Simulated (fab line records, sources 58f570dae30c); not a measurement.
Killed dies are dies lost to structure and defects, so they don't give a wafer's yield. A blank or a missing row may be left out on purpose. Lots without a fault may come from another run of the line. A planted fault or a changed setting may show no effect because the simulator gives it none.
Which tool did it? | flow berkeley_cmos170 | 15 lots, 45 wafers sampled, at 6 steps of a route of 331

WHAT THE GAUGES READ, wafer by wafer
UCB170_NWELL_THK_MEAS_05. Usual: NWELL_NITRIDE_THK 223.6 nm, standard deviation 1.8.
lot  | measured    | on            | NWELL_NITRIDE_THK (nm) | flag
L308 | day 2 14:52 | film_metro-01 | 226.8 225.1 226.3      |
L311 | day 2 19:47 | film_metro-04 | 227.6 226.1 226.7      |
L310 | day 2 19:52 | film_metro-01 | 223.1 223.2 224.0      |
L313 | day 3 11:14 | film_metro-01 | 223.7 223.6 224.6      |
L316 | day 4 05:19 | film_metro-01 | 226.6 224.9 226.2      |
L317 | day 4 13:21 | film_metro-04 | 221.2 222.5 222.6      |
L318 | day 4 13:26 | film_metro-01 | 223.7 222.9 223.9      |
L321 | day 4 23:30 | film_metro-03 | 224.5 222.9 224.5      |
L320 | day 4 23:31 | film_metro-01 | 224.7 224.4 223.4      |
L326 | day 5 22:56 | film_metro-01 | 224.5 222.7 224.5      |
L327 | day 6 09:41 | film_metro-04 | 222.6 223.8 222.5      |
L328 | day 6 19:31 | film_metro-04 | 220.5 220.5 221.8      |
L329 | day 6 19:31 | film_metro-03 | 222.3 221.6 222.0      |
L330 | day 7 05:04 | film_metro-03 | 222.7 225.3 223.0      |
L331 | day 7 05:05 | film_metro-01 | 225.1 225.1 224.5      |

UCB170_NVT_TW_MEAS_09. Usual: NVT_TW 525, standard deviation 6.1.
lot  | measured     | on            | NVT_TW      | flag
L308 | day 6 05:46  | film_metro-01 | 514 517 516 |
L311 | day 6 18:42  | film_metro-03 | 525 526 526 |
L310 | day 6 19:00  | film_metro-04 | 531 536 533 |
L313 | day 7 08:49  | film_metro-04 | 530 527 528 |
L316 | day 8 06:17  | film_metro-01 | 518 520 520 |
L317 | day 8 13:17  | film_metro-04 | 534 535 535 |
L318 | day 8 13:26  | film_metro-01 | 522 519 517 |
L321 | day 8 19:59  | film_metro-01 | 515 516 519 |
L320 | day 8 19:55  | film_metro-04 | 535 534 535 |
L326 | day 10 07:50 | film_metro-01 | 519 516 520 |
L327 | day 10 14:47 | film_metro-03 | 527 528 529 |
L328 | day 11 06:49 | film_metro-03 | 523 524 521 |
L329 | day 11 18:49 | film_metro-03 | 523 522 522 |
L330 | day 11 19:22 | film_metro-01 | 517 518 517 |
L331 | day 11 18:43 | film_metro-04 | 531 532 531 |

UCB170_GATE_CD_MEAS_90: target cd 350 nm. Usual: cd_nm 350.4 nm, standard deviation 1.5.
lot  | measured     | on        | cd_nm (nm)        | flag
L308 | day 6 23:52  | cd_sem-02 | 349.7 349.5 348.6 |
L311 | day 7 14:40  | cd_sem-01 | 349.8 352.2 349.6 |
L310 | day 7 14:59  | cd_sem-01 | 352.0 350.6 350.9 |
L313 | day 8 02:21  | cd_sem-01 | 351.3 351.4 351.3 |
L316 | day 8 23:34  | cd_sem-01 | 352.6 351.7 352.0 |
L317 | day 9 05:02  | cd_sem-01 | 348.1 351.7 350.0 |
L318 | day 9 05:15  | cd_sem-01 | - - -             | OFF
L321 | day 9 18:49  | cd_sem-01 | - - -             | OFF
L320 | day 9 19:12  | cd_sem-01 | - - -             | OFF
L326 | day 11 03:08 | cd_sem-01 | 351.7 348.7 350.1 |
L327 | day 11 12:38 | cd_sem-02 | 350.8 349.4 348.4 |
L328 | day 11 23:32 | cd_sem-02 | 351.8 351.1 350.1 |
L329 | day 12 14:09 | cd_sem-02 | 348.6 350.4 348.3 |
L330 | day 12 14:31 | cd_sem-01 | 351.2 349.2 348.9 |
L331 | day 12 13:56 | cd_sem-02 | 351.7 352.0 352.8 |

WHICH TOOL RAN EACH LOT (tool, then ch and the chambers of the sampled wafers, then the start)
lot  | UCB170_GATE_ETCH_14                | UCB170_GATE_ETCH_15              | UCB170_GATE_STRIP_16
L308 | rie_diel-01 ch 0,2, day 6 23:40    | rie_si-02 ch 0,3, day 6 23:43    | plasma_asher-02 ch 0,1, day 6 23:46
L311 | rie_diel-01 ch 0,1,2, day 7 14:28  | rie_si-01 ch 0,1,3, day 7 14:31  | plasma_asher-01 ch 0,1, day 7 14:34
L310 | rie_diel-04 ch 0,2,3, day 7 14:44  | rie_si-01 ch 0,1,3, day 7 14:49  | plasma_asher-04 ch 0,1, day 7 14:52
L313 | rie_diel-04 ch 0,2,3, day 8 02:07  | rie_si-01 ch 0,2,3, day 8 02:10  | plasma_asher-02 ch 0,1, day 8 02:13
L316 | rie_diel-04 ch 0,2, day 8 23:20    | rie_si-02 ch 0,1,3, day 8 23:23  | plasma_asher-04 ch 0,1, day 8 23:28
L317 | rie_diel-03 ch 0,1,3, day 9 04:47  | rie_si-02 ch 0,1, day 9 04:50    | plasma_asher-04 ch 0,1, day 9 04:55
L318 | rie_diel-01 ch 0,2,3, day 9 05:02  | rie_si-01 ch 0,2, day 9 05:05    | plasma_asher-01 ch 0,1, day 9 05:08
L321 | rie_diel-03 ch 0,1, day 9 18:38    | rie_si-02 ch 1,2, day 9 18:40    | plasma_asher-02 ch 0,1, day 9 18:43
L320 | rie_diel-01 ch 0,1,3, day 9 18:59  | rie_si-01 ch 0,2, day 9 19:02    | plasma_asher-04 ch 0,1, day 9 19:05
L326 | rie_diel-03 ch 1,2, day 11 02:56   | rie_si-01 ch 0,1,2, day 11 02:59 | plasma_asher-01 ch 0,1, day 11 03:02
L327 | rie_diel-01 ch 1,2,3, day 11 12:26 | rie_si-01 ch 1,2,3, day 11 12:29 | plasma_asher-02 ch 1, day 11 12:32
L328 | rie_diel-03 ch 0,1,3, day 11 23:21 | rie_si-02 ch 0,1,2, day 11 23:23 | plasma_asher-04 ch 0,1, day 11 23:26
L329 | rie_diel-03 ch 2,3, day 12 13:55   | rie_si-02 ch 0,1, day 12 13:57   | plasma_asher-04 ch 0, day 12 14:00
L330 | rie_diel-01 ch 0,1,3, day 12 14:15 | rie_si-02 ch 0,1,3, day 12 14:17 | plasma_asher-01 ch 0,1, day 12 14:20
L331 | rie_diel-01 ch 2,3, day 12 13:43   | rie_si-01 ch 1,3, day 12 13:45   | plasma_asher-01 ch 0,1, day 12 13:50
- UCB170_GATE_ETCH_14: etches BARC in N2/H2.
- UCB170_GATE_ETCH_15: etches poly-Si in HBr/Cl2, stops on SiO2, time 56.3 s, target depth 278.2 nm.
- UCB170_GATE_STRIP_16: strips in O2.

WHAT THE TOOLS THEMSELVES READ (means of the sampled wafers that have a number; where no wafer has one, the mark that the record gives instead)
UCB170_GATE_ETCH_14. Usual: bias_w 99.96 W, standard deviation 0.3; chamber_pressure_mTorr 29.999 mTorr, standard deviation 0.026; drypump_motor_current_A 5.8 A, standard deviation 0.52; oes_product_au 1.002 a.u., standard deviation 0.018; throttle_valve_pct 13.24 %, standard deviation 0.17.
lot  | tool        | bias_w (W) | chamber_pressure_mTorr (mTorr) | drypump_motor_current_A (A) | oes_product_au (a.u.) | throttle_valve_pct (%) | flag
L308 | rie_diel-01 | 99.75      | 29.989                         | 5.9                         | 1.008                 | 13.09                  |
L311 | rie_diel-01 | 99.95      | 30.009                         | 5.9                         | 1.012                 | 13.24                  |
L310 | rie_diel-04 | 99.98      | 30.010                         | 6.0                         | 0.996                 | 13.11                  |
L313 | rie_diel-04 | 99.76      | 30.002                         | 6.0                         | 1.004                 | 13.10                  |
L316 | rie_diel-04 | 99.86      | 29.978                         | 5.8                         | 1.018                 | 13.03                  |
L317 | rie_diel-03 | 99.86      | 30.003                         | 5.4                         | 0.989                 | 13.38                  |
L318 | rie_diel-01 | -          | -                              | -                           | -                     | -                      | OFF
L321 | rie_diel-03 | -          | -                              | -                           | -                     | -                      | OFF
L320 | rie_diel-01 | -          | -                              | -                           | -                     | -                      | OFF
L326 | rie_diel-03 | 100.02     | 29.989                         | 5.8                         | 1.004                 | 13.21                  |
L327 | rie_diel-01 | 99.68      | 29.995                         | 5.8                         | 1.007                 | 13.36                  |
L328 | rie_diel-03 | 99.85      | 29.990                         | 5.4                         | 0.984                 | 13.38                  |
L329 | rie_diel-03 | 99.78      | 29.983                         | 6.3                         | 1.003                 | 13.33                  |
L330 | rie_diel-01 | 100.30     | 29.996                         | 6.0                         | 1.013                 | 13.24                  |
L331 | rie_diel-01 | 99.95      | 29.997                         | 5.7                         | 0.995                 | 13.36                  |

UCB170_GATE_ETCH_15. Usual: HBr_flow_sccm 149.9 sccm, standard deviation 0.43; bias_w 149.9 W, standard deviation 0.52; drypump_motor_current_A 5.75 A, standard deviation 0.29; oes_product_au 0.823 a.u., standard deviation 0.013; throttle_valve_pct 26.5 %, standard deviation 0.33.
lot  | tool      | HBr_flow_sccm (sccm) | bias_w (W) | drypump_motor_current_A (A) | oes_product_au (a.u.) | throttle_valve_pct (%) | flag
L308 | rie_si-02 | 150.1                | 149.9      | 5.72                        | 0.809                 | 26.6                   |
L311 | rie_si-01 | 150.1                | 150.3      | 5.86                        | 0.836                 | 26.4                   |
L310 | rie_si-01 | 149.6                | 150.0      | 5.84                        | 0.841                 | 26.4                   |
L313 | rie_si-01 | 150.1                | 149.8      | 5.66                        | 0.821                 | 26.4                   |
L316 | rie_si-02 | 150.3                | 149.7      | 5.74                        | 0.823                 | 26.6                   |
L317 | rie_si-02 | 149.6                | 150.3      | 5.78                        | 0.825                 | 26.8                   |
L318 | rie_si-01 | 149.7                | 150.1      | 5.69                        | 0.273                 | 26.1                   | OFF
L321 | rie_si-02 | 149.8                | 150.2      | 5.65                        | 0.274                 | 26.3                   | OFF
L320 | rie_si-01 | 150.0                | 149.7      | 5.71                        | 0.269                 | 26.1                   | OFF
L326 | rie_si-01 | 150.1                | 150.4      | 6.01                        | 0.820                 | 26.2                   |
L327 | rie_si-01 | 150.0                | 150.0      | 5.93                        | 0.824                 | 26.5                   |
L328 | rie_si-02 | 150.1                | 149.8      | 5.71                        | 0.816                 | 26.5                   |
L329 | rie_si-02 | 150.3                | 150.2      | 5.76                        | 0.810                 | 26.7                   |
L330 | rie_si-02 | 150.2                | 149.9      | 5.73                        | 0.818                 | 26.6                   |
L331 | rie_si-01 | 149.9                | 150.2      | 5.76                        | 0.824                 | 26.7                   |

UCB170_GATE_STRIP_16. Usual: drypump_motor_current_A 5.7 A, standard deviation 0.51; oes_product_au 0.724 a.u., standard deviation 0.0042.
lot  | tool            | drypump_motor_current_A (A) | oes_product_au (a.u.) | flag
L308 | plasma_asher-02 | 6.5                         | 0.722                 |
L311 | plasma_asher-01 | 5.4                         | 0.726                 |
L310 | plasma_asher-04 | 5.3                         | 0.723                 |
L313 | plasma_asher-02 | 6.5                         | 0.728                 |
L316 | plasma_asher-04 | 5.4                         | 0.724                 |
L317 | plasma_asher-04 | 5.4                         | 0.726                 |
L318 | plasma_asher-01 | 5.5                         | 0.726                 |
L321 | plasma_asher-02 | 6.3                         | 0.722                 |
L320 | plasma_asher-04 | 5.4                         | 0.728                 |
L326 | plasma_asher-01 | 5.4                         | 0.724                 |
L327 | plasma_asher-02 | 6.1                         | 0.725                 |
L328 | plasma_asher-04 | 5.4                         | 0.722                 |
L329 | plasma_asher-04 | 5.4                         | 0.722                 |
L330 | plasma_asher-01 | 5.4                         | 0.720                 |
L331 | plasma_asher-01 | 5.4                         | 0.725                 |

THE ANSWER, worked out from the rows above alone
Rule: a lot is off if the mean of its wafers that have a number lies more than 3 standard deviations from the usual mean. A lot without any number at a reading at which 4 lots or more have one is off too. The other lots that the step has rows for count as sound. The gauges are gone through in route order, then the tools' own readings, and for those a lot's mean is taken as printed above. The first step at which some lot is off is used, and at that step the reading that is off furthest; a lot without a number counts as furthest.
Off: L318, L321, L320, at UCB170_GATE_CD_MEAS_90 (cd_nm). Without a number there: L318, L321, L320.
A tool fits if, at a process step before that reading, it ran every lot that is off, and no sound lot after the first of them. The gauges at UCB170_GATE_CD_MEAS_90 aren't tried: what is off there is off at UCB170_GATE_ETCH_14 too, on other tools, and a gauge's error can't cause that. None of those tried fits.

WHAT THE SIMULATOR HAD PUT IN
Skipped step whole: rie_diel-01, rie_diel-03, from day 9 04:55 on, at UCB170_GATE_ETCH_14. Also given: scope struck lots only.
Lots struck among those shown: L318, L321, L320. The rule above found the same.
